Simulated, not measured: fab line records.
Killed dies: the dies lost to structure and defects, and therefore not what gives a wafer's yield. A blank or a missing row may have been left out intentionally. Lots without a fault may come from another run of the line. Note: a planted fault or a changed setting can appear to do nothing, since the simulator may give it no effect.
Split-lot study ; flow berkeleyCmos170 ; 5 lots, 23 wafers read, on a route of 331 steps

## SPLIT DETAILS
At UCB170_M3_EXPOSE_12 (exposes mask METAL3, target cd 700 nm), the setting doseMj was moved away from the recipe's 26 on 7 of the 23 wafers read, by -6.2% to +6.0%. This setting was run at the recipe's value on the other wafers.

## FROM THE SPLIT TO THE READING: what the file shows between them, 6 steps
- UCB170_M3_PEB_13
- UCB170_M3_DEVELOP_14: develop time 45 s
- UCB170_M3_CD_MEAS_15: target cd 700 nm
- UCB170_M3_ETCH_17: etches BARC in N2/H2
- UCB170_M3_METAL_ETCH_18: etches Al in Cl2/BCl3, stops on SiO2, target depth 1170 nm, time 195 s (also split here: icpW)
- UCB170_M3_STRIP_19: strips in O2

## THE READING
Shown in nm: cdNm at UCB170_M3_CD_MEAS_90, with target cd 700 nm. A value of 699.3 nm with a standard deviation of 2.2 nm is what fault-free wafers of this fab line usually give.

wafer;tool, chamber at the split;doseMj as run;against the recipe;cdNm, nm;against lot-mates on the recipe
L075.1;krfScanner-02, 0;26;recipe;693.8;-
L075.2;krfScanner-02, 0;26;recipe;697.1;-
L075.3;krfScanner-02, 0;26;recipe;696.9;-
L075.5;krfScanner-02, 0;26;recipe;694.7;-
L075.6;krfScanner-02, 0;26;recipe;691.6;-
L076.2;krfScanner-02, 0;26;recipe;703.5;-
L076.4;krfScanner-02, 0;26;recipe;701.4;-
L076.5;krfScanner-02, 0;26;recipe;702.4;-
L077.1;krfScanner-02, 0;24.38;-6.2%;709.8;+10.1
L077.2;krfScanner-02, 0;26;recipe;699.0;-
L077.3;krfScanner-02, 0;26;recipe;699.7;-
L077.4;krfScanner-02, 0;26;recipe;700.3;-
L077.6;krfScanner-02, 0;24.38;-6.2%;711.9;+12.2
L078.1;krfScanner-01, 0;27.5;+5.8%;688.5;-11.1
L078.2;krfScanner-01, 0;26;recipe;700.1;-
L078.3;krfScanner-01, 0;26;recipe;699.5;-
L078.5;krfScanner-01, 0;27.5;+5.8%;686.8;-12.8
L078.6;krfScanner-01, 0;26;recipe;699.1;-
L083.1;krfScanner-02, 0;27.57;+6.0%;693.9;-8.0
L083.2;krfScanner-02, 0;27.57;+6.0%;688.3;-13.6
L083.4;krfScanner-02, 0;27.57;+6.0%;686.7;-15.2
L083.5;krfScanner-02, 0;26;recipe;700.4;-
L083.6;krfScanner-02, 0;26;recipe;703.4;-

FIT RESULTS
A straight line over all 23 wafers: cdNm changes by -1.77 nm for each +1% of doseMj; r = -0.88; the points scatter about the line by 3.2 nm.
The same after taking each lot's own level away (the mean of its wafers on the recipe; 23 wafers): -1.95 nm for each +1%; r = -0.97; scatter 1.7 nm.
The reading moves by 12 nm for the largest change in doseMj, on that fit.
Measured against the standard deviation above, the lots' own levels, which go from 694.82 to 702.43 nm, span 3.5 times it.
The two slopes are in agreement: the lot-to-lot level therefore moves the slope only a little.
Check: with one of the wafers moved furthest among these (-6.2%) left out of the fit, the line predicts +12.6 nm for it against its lot-mates. Against them it came out at +10.1 nm.

## ADDITIONAL SPLITS CARRIED BY THESE WAFERS
Other splits were also applied to these wafers ahead of the reading. Each is held against what the fit with the lots' levels taken away leaves over:
other split on the same wafers;wafers away from the commonest value;r with cdNm (lot level and that fit taken away)
UCB170_M3_SPUTTER_01 powerW;5;-0.05
UCB170_M3_METAL_ETCH_18 icpW;3;-0.29

## THE WHOLE CHAIN: every reading that the file lists as answering this split, in the file's order
step;what it does;reading;change (the file's fit);r (the file's)
UCB170_M3_CD_MEAS_15;target cd 700 nm;cdNm;-1.81 nm for each +1% of the setting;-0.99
UCB170_M3_ETCH_17;etches BARC in N2/H2;M3.cdNm (the simulator's own value, which no gauge read);-1.8 nm for each +1% of the setting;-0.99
UCB170_M3_METAL_ETCH_18;etches Al in Cl2/BCl3, stops on SiO2, target depth 1170 nm, time 195 s;M3.cdNm (the simulator's own value, which no gauge read);-1.93 nm for each +1% of the setting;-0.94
UCB170_M3_CD_MEAS_90;target cd 700 nm;cdNm;-1.96 nm for each +1% of the setting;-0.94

## THE FILE'S OWN FIT
cdNm changes by -1.96 nm for each +1% of doseMj, r = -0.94.
